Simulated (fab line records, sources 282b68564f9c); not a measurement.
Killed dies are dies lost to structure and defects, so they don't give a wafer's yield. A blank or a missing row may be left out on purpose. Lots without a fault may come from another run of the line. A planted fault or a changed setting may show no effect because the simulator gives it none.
Tool commonality check | flow rit_cmos | 14 lots, 42 wafers sampled

WHY IT WAS OPENED
At RIT_NRETRO_TW_MEAS_10 the reading NRETRO_TW is flagged on 2 of 14 lots. Wafers without a fault read 1046, standard deviation 5.6.
Rule: a lot is flagged when every wafer of it that has a number lies more than 4 standard deviations from that mean, or none has a number. The other lots count as sound.

lot  | measured    | on            | NRETRO_TW, wafer by wafer | flag
L348 | day 2 08:09 | film_metro-04 | 1044 1040 1041            |
L349 | day 2 13:14 | film_metro-04 | 1041 1040 1043            |
L351 | day 2 23:26 | film_metro-04 | 1047 1040 1044            |
L353 | day 3 10:23 | film_metro-02 | 1049 1046 1046            |
L355 | day 3 19:29 | film_metro-02 | 1045 1052 1052            |
L356 | day 4 03:46 | film_metro-01 | 1057 1053 1053            |
L357 | day 4 08:44 | film_metro-04 | 1043 1048 1041            |
L359 | day 4 19:29 | film_metro-01 | 1053 1047 1042            |
L364 | day 6 04:05 | film_metro-02 | 1216 1218 1225            | FLAGGED
L365 | day 6 04:19 | film_metro-01 | 1040 1045 1040            |
L369 | day 6 18:46 | film_metro-02 | 1057 1050 1056            |
L367 | day 6 18:50 | film_metro-04 | 1204 1207 1206            | FLAGGED
L371 | day 7 04:40 | film_metro-01 | 1041 1038 1043            |
L370 | day 7 06:07 | film_metro-02 | 1053 1050 1052            |
The numbers of the flagged lots are 1213 on average: +167 against the usual, or +30 standard deviations.

WHICH TOOL RAN EACH LOT
The record holds 1 process step before the reading, out of a route of 202 steps. In each cell: the tool, then ch and the chambers that the sampled wafers went through, then the start.
lot  | flag    | RIT_NRETRO_IMPLANT_08
L348 |         | implanter-03 ch 0, day 2 07:50
L349 |         | implanter-04 ch 0, day 2 12:55
L351 |         | implanter-01 ch 0, day 2 23:10
L353 |         | implanter-03 ch 0, day 3 10:05
L355 |         | implanter-01 ch 0, day 3 19:10
L356 |         | implanter-03 ch 0, day 4 03:26
L357 |         | implanter-04 ch 0, day 4 08:24
L359 |         | implanter-03 ch 0, day 4 19:09
L364 | FLAGGED | implanter-03 ch 0, day 6 03:45
L365 |         | implanter-01 ch 0, day 6 03:59
L369 |         | implanter-01 ch 0, day 6 18:28
L367 | FLAGGED | implanter-03 ch 0, day 6 18:34
L371 |         | implanter-04 ch 0, day 7 04:20
L370 |         | implanter-04 ch 0, day 7 05:50
What these steps do:
- RIT_NRETRO_IMPLANT_08
- RIT_NRETRO_TW_MEAS_10

FLAGGED OVER TOTAL, TOOL BY TOOL (the gauges that took the reading come last)
step                  | tool          | lots run | flagged | share of the flagged lots | sound lots run after its first flagged lot
RIT_NRETRO_IMPLANT_08 | implanter-01  | 4        | 0       | none                      | -
RIT_NRETRO_IMPLANT_08 | implanter-03  | 6        | 2       | all                       | 0
RIT_NRETRO_IMPLANT_08 | implanter-04  | 4        | 0       | none                      | -
RIT_NRETRO_TW_MEAS_10 | film_metro-01 | 4        | 0       | none                      | -
RIT_NRETRO_TW_MEAS_10 | film_metro-02 | 5        | 1       | some                      | 2 (L369,L370)
RIT_NRETRO_TW_MEAS_10 | film_metro-04 | 5        | 1       | some                      | 0

WHAT THE TABLE ALLOWS
1 row of the table ran every flagged lot: implanter-03 at RIT_NRETRO_IMPLANT_08.
- implanter-03 at RIT_NRETRO_IMPLANT_08: 2 of its 6 lots flagged. Its last sound lot is L359 (day 4 19:09), its first flagged lot L364 (day 6 03:45): a fault that began between those two fits. Its own readings lie more than 4 standard deviations out on every wafer of the flagged lots: dose_ions_cm2, faraday_current_uA.
One tool is left: implanter-03 at RIT_NRETRO_IMPLANT_08.

WHAT THE SIMULATOR HAD PUT IN
Process parameter drift: implanter-03, from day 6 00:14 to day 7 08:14, at RIT_NRETRO_IMPLANT_08. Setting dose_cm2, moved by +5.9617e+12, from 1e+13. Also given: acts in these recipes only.
Lots struck among those shown: L364, L367. The rule above found the same.
